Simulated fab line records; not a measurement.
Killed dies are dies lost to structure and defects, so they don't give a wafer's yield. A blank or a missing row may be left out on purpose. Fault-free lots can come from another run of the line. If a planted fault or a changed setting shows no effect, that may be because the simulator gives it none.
Which of the tools did it? | flow rit cmos | 15 lots with 45 wafers sampled at 5 steps, on a route of 202 steps

== WHAT EACH GAUGE READ, for each wafer ==
RIT_ACTIVE_THK_MEAS_02.
lot  | measured    | on            | ACTIVE_OXIDE_THK (nm)
L502 | day 2 04:29 | film metro-01 | 45.2 46.0 46.1
L503 | day 2 09:04 | film metro-04 | 46.7 47.0 45.6
L504 | day 2 14:13 | film metro-01 | 47.6 47.8 47.3
L505 | day 2 18:59 | film metro-04 | 45.8 45.5 45.8
L506 | day 2 23:28 | film metro-04 | 46.0 45.6 45.6
L507 | day 3 04:20 | film metro-04 | 47.0 47.0 46.8
L508 | day 3 09:38 | film metro-04 | 46.9 47.4 47.2
L510 | day 3 19:05 | film metro-01 | 46.7 47.4 47.4
L511 | day 4 00:04 | film metro-03 | 47.0 46.7 46.8
L513 | day 4 10:03 | film metro-03 | 45.1 45.5 45.8
L518 | day 5 11:56 | film metro-03 | 45.3 44.6 44.8
L519 | day 5 16:03 | film metro-03 | 37.1 36.9 36.9
L520 | day 5 21:04 | film metro-03 | 37.7 37.5 37.3
L521 | day 6 02:05 | film metro-01 | 37.7 37.8 37.9
L522 | day 6 07:41 | film metro-01 | 46.9 46.5 46.8

RIT_ACTIVE_THK_MEAS_04.
lot  | measured    | on            | ACTIVE_NITRIDE_THK (nm)
L502 | day 2 05:58 | film metro-03 | 151.5 150.7 149.9
L503 | day 2 11:02 | film metro-03 | 150.2 150.2 149.7
L504 | day 2 15:41 | film metro-04 | 149.0 149.0 149.8
L505 | day 2 20:28 | film metro-01 | 150.3 150.4 150.7
L506 | day 3 00:57 | film metro-03 | 149.0 148.5 148.9
L507 | day 3 05:49 | film metro-04 | 149.2 149.6 149.8
L508 | day 3 11:07 | film metro-03 | 149.2 150.1 148.7
L510 | day 3 20:33 | film metro-04 | 150.9 151.2 150.4
L511 | day 4 01:32 | film metro-03 | 150.0 150.7 149.6
L513 | day 4 11:32 | film metro-04 | 150.7 149.6 150.5
L518 | day 5 13:25 | film metro-01 | 149.0 149.2 149.3
L519 | day 5 17:32 | film metro-03 | 150.5 149.4 150.2
L520 | day 5 22:33 | film metro-04 | 150.1 149.9 149.7
L521 | day 6 03:34 | film metro-04 | 148.8 150.3 150.5
L522 | day 6 09:10 | film metro-04 | 150.6 151.2 150.7

RIT_FOX2_THK_MEAS_91.
lot  | measured    | on            | FIELD_OXIDE_LEFT_2_THK (nm)
L502 | day 3 00:10 | film metro-02 | 269 264 262
L503 | day 3 06:26 | film metro-02 | 261 264 265
L504 | day 3 11:27 | film metro-01 | 261 258 260
L505 | day 3 16:42 | film metro-03 | 251 245 243
L506 | day 3 19:29 | film metro-03 | 256 256 263
L507 | day 4 01:44 | film metro-01 | 244 242 242
L508 | day 4 06:49 | film metro-02 | 253 251 248
L510 | day 4 16:02 | film metro-01 | 249 254 257
L511 | day 4 21:16 | film metro-01 | 254 263 261
L513 | day 5 08:47 | film metro-02 | 255 252 250
L518 | day 6 08:44 | film metro-03 | 264 264 265
L519 | day 6 13:35 | film metro-01 | 258 259 259
L520 | day 6 16:51 | film metro-01 | 260 258 257
L521 | day 6 23:15 | film metro-02 | 264 263 266
L522 | day 7 04:13 | film metro-02 | 249 252 252

== TOOL THAT RAN EACH LOT (tool first, then ch and the chambers of the sampled wafers, then the start) ==
lot  | RIT_ACTIVE_OXIDATION_01      | RIT_ACTIVE_STRIP_14
L502 | furnace-03 ch 0, day 2 02:34 | plasma asher-02 ch 0, day 2 07:25
L503 | furnace-03 ch 0, day 2 07:08 | plasma asher-01 ch 0,1, day 2 12:28
L504 | furnace-01 ch 0, day 2 12:17 | plasma asher-01 ch 0,1, day 2 17:01
L505 | furnace-01 ch 0, day 2 17:01 | plasma asher-02 ch 0,1, day 2 21:56
L506 | furnace-01 ch 0, day 2 21:31 | plasma asher-02 ch 0,1, day 3 02:17
L507 | furnace-04 ch 0, day 3 02:23 | plasma asher-01 ch 0,1, day 3 07:07
L508 | furnace-01 ch 0, day 3 07:42 | plasma asher-01 ch 0,1, day 3 12:32
L510 | furnace-03 ch 0, day 3 17:07 | plasma asher-01 ch 0,1, day 3 22:02
L511 | furnace-01 ch 0, day 3 22:07 | plasma asher-01 ch 0,1, day 4 02:50
L513 | furnace-01 ch 0, day 4 08:07 | plasma asher-01 ch 0,1, day 4 12:58
L518 | furnace-01 ch 0, day 5 10:00 | plasma asher-01 ch 0,1, day 5 14:58
L519 | furnace-03 ch 0, day 5 14:07 | plasma asher-02 ch 0,1, day 5 18:50
L520 | furnace-03 ch 0, day 5 19:07 | plasma asher-03 ch 0,1, day 6 00:02
L521 | furnace-03 ch 0, day 6 00:07 | plasma asher-02 ch 0,1, day 6 04:54
L522 | furnace-04 ch 0, day 6 05:46 | plasma asher-03 ch 0,1, day 6 10:37
- RIT_ACTIVE_OXIDATION_01: target thk 46.8 nm, ox time 3360 s.
- RIT_ACTIVE_STRIP_14: strips in O2, time 180 s.

== AS READ BY THE TOOLS THEMSELVES (means over the sampled wafers that have a number; for cases with no such wafer, the mark the record gives instead) ==
RIT_ACTIVE_OXIDATION_01.
lot  | tool       | spike tc centre C (C) | spike tc load C (C) | spike tc source C (C) | tube center temp C (C) | tube_center_temp_C_max | zone power source pct (%)
L502 | furnace-03 | 1003.0                | 1026                | 1028.1                | 1000                   | 1002.3                 | 36.3
L503 | furnace-03 | 1003.0                | 1025                | 1029.0                | 1000                   | 1002.3                 | 36.4
L504 | furnace-01 | 1000.1                | 1031                | 1024.0                | 1000                   | 1002.7                 | 36.3
L505 | furnace-01 | 1000.4                | 1030                | 1025.4                | 1000                   | 1002.9                 | 36.4
L506 | furnace-01 | 1000.9                | 1031                | 1024.7                | 1000                   | 1003.0                 | 36.1
L507 | furnace-04 | 1000.0                | 1019                | 1026.7                | 1000                   | 1002.6                 | 37.6
L508 | furnace-01 | 1001.4                | 1030                | 1025.1                | 1000                   | 1003.1                 | 36.7
L510 | furnace-03 | 1002.1                | 1026                | 1029.3                | 1000                   | 1002.4                 | 36.3
L511 | furnace-01 | 1001.1                | 1030                | 1024.2                | 1000                   | 1002.3                 | 36.5
L513 | furnace-01 | 1000.6                | 1031                | 1024.8                | 1000                   | 1002.6                 | 36.4
L518 | furnace-01 | 1001.7                | 1030                | 1024.1                | 1000                   | 1002.7                 | 36.0
L519 | furnace-03 | 977.7                 | 1000                | 1003.8                | 975                    | 977.4                  | 34.1
L520 | furnace-03 | 978.1                 | 1001                | 1003.5                | 975                    | 977.5                  | 34.2
L521 | furnace-03 | 977.6                 | 1001                | 1002.9                | 975                    | 977.3                  | 34.0
L522 | furnace-04 | 1001.2                | 1019                | 1027.5                | 1000                   | 1002.6                 | 37.0

RIT_ACTIVE_STRIP_14.
lot  | tool            | drypump motor current A (A)
L502 | plasma asher-02 | 6.3
L503 | plasma asher-01 | 5.9
L504 | plasma asher-01 | 5.4
L505 | plasma asher-02 | 6.0
L506 | plasma asher-02 | 6.1
L507 | plasma asher-01 | 5.9
L508 | plasma asher-01 | 5.4
L510 | plasma asher-01 | 5.4
L511 | plasma asher-01 | 5.4
L513 | plasma asher-01 | 5.5
L518 | plasma asher-01 | 5.9
L519 | plasma asher-02 | 6.2
L520 | plasma asher-03 | 5.8
L521 | plasma asher-02 | 6.2
L522 | plasma asher-03 | 5.9

== THE ANSWER, worked out from the rows above alone ==
Rule: what is usual is taken from the lots themselves. The widest of any qualifying gaps counts: lots, ordered by their means at a reading, are off when they make up no more than a third of the lots, leave a main group of 4 or more, and stand apart from it by 3 or more times the standard deviation of that group's means. A main group whose means are all the same, to the digits that the tables above print for the reading, isn't used. A lot without any number at a reading at which 4 lots or more have one is off too. Any other lot the step has rows for is counted as sound. After the gauges, taken in route order, come the tools' own readings; for these a lot's mean is taken, as printed above. At the first step where some lot is off, the reading lying furthest off is the one used; lots without a number count as furthest.
Off: at RIT_ACTIVE_THK_MEAS_02 (ACTIVE_OXIDE_THK), L519, L520, L521. The main group: mean 46.4 nm, standard deviation 0.79.
If a tool, at a process step before that reading, ran all the lots that are off and no sound lot after the first of them, it fits. The gauges at RIT_ACTIVE_THK_MEAS_02 aren't tried: what is off there is off at RIT_ACTIVE_OXIDATION_01 too, on other tools, and a gauge's error can't cause that. One fits: RIT_ACTIVE_OXIDATION_01 on furnace-03. A fault onset in the window from L510 (day 3 17:07, its last sound lot) to L519 (day 5 14:07, its first lot off) fits.
The tool's own readings at RIT_ACTIVE_OXIDATION_01 bear it out: on the lots that are off they differ by more than 5 times the standard deviation of the sound lots' means. spike tc centre C reads 977.8 C there against 1001.3 C on the sound lots; spike tc load C reads 1001 C there against 1027 C on the sound lots; spike tc source C reads 1003.4 C there against 1026.1 C on the sound lots; tube center temp C reads 975 C there against 1000 C on the sound lots; tube_center_temp_C_max reads 977.4 there against 1002.6 on the sound lots; zone power source pct reads 34.1 % there against 36.5 % on the sound lots.

== WHAT THE SIMULATOR HAD PUT IN ==
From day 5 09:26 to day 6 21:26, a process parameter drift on furnace-03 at RIT_ACTIVE_OXIDATION_01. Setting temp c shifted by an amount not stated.
Shown lots that were struck: L519, L520, L521. Same finding as the rule above.
